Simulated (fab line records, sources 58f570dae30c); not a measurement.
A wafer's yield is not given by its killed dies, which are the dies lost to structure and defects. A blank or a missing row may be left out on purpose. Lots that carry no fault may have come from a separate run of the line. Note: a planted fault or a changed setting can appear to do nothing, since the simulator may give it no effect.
fab line records | flow berkeley_cmos170
[record] lots = 7 wafers = 21 last_day = 16
route steps=331 shown NWELL@32 PWELL@34
lots untouched by any fault: they come from a run of this same line in which no faults occurred
start_h: the number of hours between the record's first day and the start of the first shown wafer of the lot | wait_h: hours since the lot's step before | " repeats the value in the row above | L1.1+2: a single row standing in for several wafers | - no value present, or no start provided | * or withheld: withheld | < > ~ a bound
route shown NAME@n: NAME is a module with steps in the file, n the number in the route of the first one | usual: mean and standard deviation over wafers with no fault | same: alike in all rows | chamber/n: place in a boat | sites: readings site by site | _std_site: the values' standard deviation | _edge_site: mean of outer sites minus mean of inner sites | radius_mm: for every site, how far away it sits from the centre of the wafer | mask NAME#n: copy n | behind: the tool/chamber that last shaped the wafer | hold: reason for holding the lot/hours on hold/outcome of the hold | device: names the non-switching transistor (n, p or np) | end of line: the same wafers' tests at the end of the route | a step with no rows: only its recipe | killed: not the wafer's yield, but the dies lost to structure and defects at the first sort | map: a wafer's dies, marking killed ones x, the rest . and places with no die _
set.NAME: the run value of the setting; set.NAME@STEP: its run value at that earlier step | model.NAME: the simulator's own value behind a step, which no gauge read
certain route steps with their lots: each step a table, each wafer a row
services: a tool's chamber out of use, with start hour (start_h, from the record's first day; less than 0 if before it), hours out, and reason
[[steps]]
[step UCB170_NWELL_WET_ETCH_18]
[recipe] chemistry = H3PO4 target = Si3N4 temp_c = 160 time_s = 14400
[step UCB170_NWELL_WET_ETCH_19]
[recipe] chemistry = BOE dilution = 5:1 target = SiO2 temp_c = 25 time_s = 22
[step UCB170_PWELL_CLEAN_00]
[recipe] chemistry = SPM temp_c = 120 time_s = 600
[step UCB170_PWELL_CLEAN_01]
[recipe] chemistry = dHF dilution = 25:1 time_s = 60
[step UCB170_PWELL_OXIDATION_02]
[recipe] temp_c = 1000 ambient = O2 target_thk_a = 264 ox_time_s = 1260
[step UCB170_PWELL_THK_MEAS_03]
[recipe] reads = SiO2_of_PWELL_OXIDATION_02
[usual] PWELL_OXIDE_THK = 26.4/0.43
// columns lot.wafer tool chamber start_h wait_h PWELL_OXIDE_THK[nm]
L403.2 film_metro-04 - 57.35 0.0 26.5
L403.4 " - " " 26.3
L403.6 " - " " 26.7
L417.1 film_metro-01 - 131.93 0.0 26.2
L417.3 " - " " 26.7
L417.6 " - " " 26.5
L418.2 film_metro-01 - 141.98 0.0 26.8
L418.4 " - " " 26.6
L418.6 " - " " 26.8
L419.3 film_metro-04 - 142.03 0.1 26.6
L419.4 " - " " 27.1
L419.6 " - " " 26.8
L420.3 film_metro-01 - 142.05 0.1 26.0
L420.4 " - " " 25.8
L420.5 " - " " 26.0
L423.1 film_metro-03 - 156.09 0.0 26.9
L423.2 " - " " 26.9
L423.5 " - " " 26.7
L424.2 film_metro-03 - 171.20 0.0 26.4
L424.4 " - " " 26.5
L424.6 " - " " 26.2
[step UCB170_PWELL_ANNEAL_04]
[recipe] temp_c = 1000 time_s = 900 ambient = N2
[step UCB170_PWELL_CVD_05]
[recipe] material = Si3N4 target_thk_nm = 220 temp_c = 800 precursor = SiH2Cl2/NH3 time_s = 3300 pressure_mtorr = 200 sih2cl2_flow_sccm = 25 nh3_flow_sccm = 75
[step UCB170_PWELL_THK_MEAS_06]
[recipe] reads = Si3N4_of_PWELL_CVD_05
[usual] PWELL_NITRIDE_THK = 220.7/1.7
// columns lot.wafer tool chamber start_h wait_h PWELL_NITRIDE_THK[nm]
L403.2 film_metro-01 - 64.96 0.0 222.6
L403.4 " - " " 222.4
L403.6 " - " " 221.6
L417.1 film_metro-03 - 138.12 0.0 215.4
L417.3 " - " " 214.6
L417.6 " - " " 217.3
L418.2 film_metro-03 - 152.11 0.1 222.6
L418.4 " - " " 220.6
L418.6 " - " " 220.8
L420.3 film_metro-04 - 152.13 0.1 221.6
L420.4 " - " " 222.3
L420.5 " - " " 221.0
L419.3 film_metro-01 - 152.17 0.2 219.5
L419.4 " - " " 218.3
L419.6 " - " " 219.6
L423.1 film_metro-04 - 163.92 0.0 220.5
L423.2 " - " " 220.5
L423.5 " - " " 221.8
L424.2 film_metro-04 - 180.23 0.1 221.4
L424.4 " - " " 220.0
L424.6 " - " " 220.9
[step UCB170_PWELL_HMDS_07]
[recipe] prime_time_s = 60 prime_temp_c = 100
[step UCB170_PWELL_COAT_08]
[recipe] resist = KrF spin_rpm = 1500 resist_thk_nm = 900
[step UCB170_PWELL_SOFTBAKE_09]
[recipe] resist = KrF temp_c = 130 time_s = 60
[step UCB170_PWELL_EXPOSE_10]
[recipe] mask_id = PWELL target_cd_nm = 3000 na = 0.5 sigma_outer = 0.6 source_shape = conventional dose_mj = 19
[usual] exposure_dose_mJ_cm2 = 19.001/0.018 focus_offset_nm = 0.1/0.51 reticle_temp_C = 23.01/0.11
// columns lot.wafer tool chamber start_h wait_h mask exposure_dose_mJ_cm2 focus_offset_nm reticle_temp_C
L403.2 krf_scanner-01 0 66.04 0.2 PWELL#0 18.985 -0.2 22.98
L403.4 " 0 " " PWELL#0 18.997 0.0 22.98
L403.6 " 0 " " PWELL#0 18.996 0.0 23.08
L417.1 krf_scanner-02 - 138.75 0.2 PWELL#0 - - -
L417.3 " - " " PWELL#0 - - -
L417.6 " - " " PWELL#0 - - -
L418.2 krf_scanner-02 - 152.63 0.1 PWELL#0 - - -
L418.4 " - " " PWELL#0 - - -
L418.6 " - " " PWELL#0 - - -
L420.3 krf_scanner-02 - 153.19 0.1 PWELL#0 - - -
L420.4 " - " " PWELL#0 - - -
L420.5 " - " " PWELL#0 - - -
L419.3 krf_scanner-02 0 153.31 0.1 PWELL#0 18.982 -0.5 23.02
L419.4 " 0 " " PWELL#0 18.987 0.2 23.08
L419.6 " 0 " " PWELL#0 19.011 -0.1 23.00
L423.1 krf_scanner-02 0 164.67 0.1 PWELL#0 18.982 0.7 22.85
L423.2 " 0 " " PWELL#0 18.963 0.2 23.18
L423.5 " 0 " " PWELL#0 19.002 0.9 22.98
L424.2 krf_scanner-01 0 181.08 0.1 PWELL#0 18.978 0.0 23.18
L424.4 " 0 " " PWELL#0 19.000 -1.1 23.06
L424.6 " 0 " " PWELL#0 18.983 0.1 22.95
[step UCB170_PWELL_PEB_11]
[recipe] peb_temp_c = 130.4 peb_time_s = withheld resist = KrF
[[services]]
// columns tool chamber start_h hours kind
krf_scanner-01 - 49.20 1.3 pm
krf_scanner-02 - 53.98 1.0 pm
krf_scanner-01 - 55.30 0.8 pm
krf_scanner-02 0 56.72 - calibration
krf_scanner-01 - 92.62 1.0 pm
krf_scanner-02 - 106.43 1.3 pm
krf_scanner-02 - 134.69 0.8 pm
krf_scanner-01 - 137.28 1.8 repair
krf_scanner-02 - 147.79 3.4 repair
krf_scanner-01 - 155.77 24.2 repair
krf_scanner-01 0 173.93 - calibration
krf_scanner-02 - 179.97 11.6 pm
[[key]]
[first_sign] step = UCB170_PWELL_EXPOSE_10 reading = tool_record direction = missing
effect none on later readings
met_at UCB170_PWELL_EXPOSE_10
struck_wafers L417.1,L417.3,L417.6,L418.2,L418.4,L418.6,L420.3,L420.4,L420.5
later_rows_left_out L417.1,L417.3,L417.6,L418.2,L418.4,L418.6,L420.3,L420.4,L420.5
sort_left_out L417.1,L417.3,L417.6,L418.2,L418.4,L418.6,L420.3,L420.4,L420.5
tester_left_out L417,L418,L420
[fault] kind = skipped_step_whole tool = krf_scanner-02 chamber = - onset_h = 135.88 steps = UCB170_PWELL_EXPOSE_10 scope = struck_lots_only
// tester_left_out: of these lots the tester's yield and bins aren't shown, on N5 and GAA mostly nor the transistor test; their killed dies are dies lost to structure and defects alone, not to doping, threshold or leakage, so they don't give the yield
// sort_left_out: the simulated sort isn't trusted on such a fault, so these wafers' sort isn't shown, and their yield isn't known
// later_rows_left_out: the simulator's readings of these wafers behind a module that went badly wrong aren't trusted and aren't shown, but for the sort
